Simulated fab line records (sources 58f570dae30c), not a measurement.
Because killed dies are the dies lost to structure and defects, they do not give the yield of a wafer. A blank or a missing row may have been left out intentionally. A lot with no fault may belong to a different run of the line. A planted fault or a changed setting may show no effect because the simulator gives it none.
Which of the tools did it? | flow berkeleyCmos170 | 15 lots with 45 wafers sampled at 3 steps, on a route of 331 steps

## WHAT EACH GAUGE READ, for each wafer
UCB170_M3_CD_MEAS_15: the cd target is 700 nm.
lot  | measured     | on       | cdNm (nm)
L373 | day 9 12:29  | cdSem-01 | 699.5 700.0 700.3
L375 | day 9 23:40  | cdSem-02 | 699.6 700.4 700.4
L376 | day 10 10:14 | cdSem-01 | 698.2 698.8 699.2
L377 | day 10 05:11 | cdSem-02 | 701.0 699.7 700.4
L378 | day 10 21:50 | cdSem-02 | 698.8 700.2 697.6
L379 | day 11 01:57 | cdSem-01 | 701.1 702.7 702.7
L381 | day 11 00:18 | cdSem-01 | 698.2 698.2 700.2
L382 | day 11 06:49 | cdSem-02 | 700.7 700.5 699.3
L384 | day 11 16:21 | cdSem-01 | 701.9 701.1 702.1
L385 | day 11 17:23 | cdSem-01 | 699.8 698.9 698.7
L386 | day 11 19:26 | cdSem-01 | 701.2 699.9 701.5
L387 | day 12 04:37 | cdSem-02 | 700.8 701.6 700.5
L388 | day 12 05:02 | cdSem-02 | 701.5 703.4 702.4
L389 | day 11 21:26 | cdSem-02 | 699.6 700.2 699.9
L390 | day 12 04:22 | cdSem-02 | 701.0 700.9 700.3

## EACH LOT AND THE TOOL THAT RAN IT (in order: tool; ch and the chambers of the sampled wafers; start)
lot  | UCB170_ZERO_ETCH_06              | UCB170_V2_CMP_02
L373 | rieDiel-01 ch 1,3, day 1 23:04   | cmp-01 ch 0,2,3, day 9 06:19
L375 | rieDiel-04 ch 1,2,3, day 2 13:27 | cmp-02 ch 0,1,3, day 9 17:43
L376 | rieDiel-01 ch 0,3, day 2 17:57   | cmp-02 ch 0,3, day 10 05:46
L377 | rieDiel-01 ch 0,2,3, day 2 23:50 | cmp-01 ch 0,1,3, day 9 22:28
L378 | rieDiel-02 ch 0,1,2, day 3 04:17 | cmp-02 ch 0,1, day 10 15:41
L379 | rieDiel-01 ch 0,2,3, day 3 11:38 | cmp-01 ch 0,1,2, day 10 19:02
L381 | rieDiel-04 ch 0,1,3, day 3 18:44 | cmp-01 ch 0,2, day 10 18:20
L382 | rieDiel-04 ch 1,2, day 3 23:07   | cmp-02 ch 0,1,3, day 11 01:31
L384 | rieDiel-04 ch 0,1,2, day 4 10:43 | cmp-02 ch 0,1,2, day 11 11:10
L385 | rieDiel-02 ch 0,1,3, day 4 16:10 | cmp-01 ch 0,1,3, day 11 12:37
L386 | rieDiel-01 ch 0,1,3, day 4 23:25 | cmp-02 ch 0,1,3, day 11 14:18
L387 | rieDiel-01 ch 1,2,3, day 5 05:05 | cmp-01 ch 0,3, day 12 00:08
L388 | rieDiel-02 ch 0,1,2, day 5 05:10 | cmp-02 ch 0,1,3, day 12 00:22
L389 | rieDiel-01 ch 0,1,3, day 5 11:58 | cmp-02 ch 0,2,3, day 11 15:29
L390 | rieDiel-01 ch 1,2, day 5 14:35   | cmp-02 ch 0,1,3, day 12 00:10
- UCB170_ZERO_ETCH_06: etches SiO2 in CHF3/CF4/Ar, time 12 s.
- UCB170_V2_CMP_02: polishes SiO2.

## WHAT THE TOOLS THEMSELVES READ (means of the sampled wafers that have a number; where no wafer has one, the mark that the record gives instead)
UCB170_ZERO_ETCH_06.
lot  | tool       | chamberPressureMTorr (mTorr) | drypumpMotorCurrentA (A) | oesProductAu (a.u.) | throttleValvePct (%)
L373 | rieDiel-01 | 100.01                       | 5.3                      | 0.625               | 9.21
L375 | rieDiel-04 | 100.04                       | 5.7                      | 0.624               | 9.17
L376 | rieDiel-01 | 100.09                       | 5.4                      | 0.617               | 9.17
L377 | rieDiel-01 | 100.06                       | 5.5                      | 0.611               | 9.17
L378 | rieDiel-02 | 100.07                       | 6.0                      | 0.627               | 9.11
L379 | rieDiel-01 | 99.96                        | 5.5                      | 0.612               | 9.17
L381 | rieDiel-04 | 100.05                       | 5.7                      | 0.632               | 9.18
L382 | rieDiel-04 | 100.09                       | 5.7                      | 0.619               | 9.22
L384 | rieDiel-04 | 99.99                        | 5.5                      | 0.617               | 9.26
L385 | rieDiel-02 | 99.98                        | 5.6                      | 0.621               | 9.22
L386 | rieDiel-01 | 100.05                       | 5.4                      | 0.615               | 9.19
L387 | rieDiel-01 | 99.96                        | 5.4                      | 0.611               | 9.20
L388 | rieDiel-02 | 100.10                       | 6.0                      | 0.623               | 9.10
L389 | rieDiel-01 | 99.98                        | 5.4                      | 0.616               | 9.18
L390 | rieDiel-01 | 100.00                       | 5.2                      | 0.609               | 9.16

UCB170_V2_CMP_02.
lot  | tool   | edgeZonePressureFrac | motorCurrentA (A)
L373 | cmp-01 | 1.003                | 16.3
L375 | cmp-02 | 0.998                | 16.6
L376 | cmp-02 | 0.999                | 16.5
L377 | cmp-01 | 1.000                | 16.0
L378 | cmp-02 | 1.006                | 16.5
L379 | cmp-01 | 0.997                | 16.5
L381 | cmp-01 | 0.998                | 16.9
L382 | cmp-02 | 0.999                | 16.4
L384 | cmp-02 | 0.998                | 16.5
L385 | cmp-01 | 0.999                | 16.6
L386 | cmp-02 | 0.996                | 16.7
L387 | cmp-01 | 1.004                | 15.7
L388 | cmp-02 | 1.006                | 15.9
L389 | cmp-02 | 1.010                | 16.6
L390 | cmp-02 | 1.016                | 16.7

## THE ANSWER, worked out from the rows above alone
Rule: what is usual is taken from the lots themselves. Put in order of their means at a reading, lots are off if they are a third of the lots or fewer, leave a main group of 4 or more, and stand apart from it by a gap of 3 or more times the standard deviation of the main group's means; of several such gaps the widest counts. A main group is skipped when, at the precision printed for the reading in the tables above, its means are all equal. Also off: a lot with no number at a reading for which 4 or more lots have one. Any other lot the step has rows for is counted as sound. The gauges are gone through in route order, then the tools' own readings, and for those a lot's mean is taken as printed above. At the first step where some lot is off, the reading lying furthest off is the one used; lots without a number count as furthest.
Across all readings shown, no lot is off: no conclusion can be drawn from this.

## WHAT HAD BEEN PUT IN BY THE SIMULATOR
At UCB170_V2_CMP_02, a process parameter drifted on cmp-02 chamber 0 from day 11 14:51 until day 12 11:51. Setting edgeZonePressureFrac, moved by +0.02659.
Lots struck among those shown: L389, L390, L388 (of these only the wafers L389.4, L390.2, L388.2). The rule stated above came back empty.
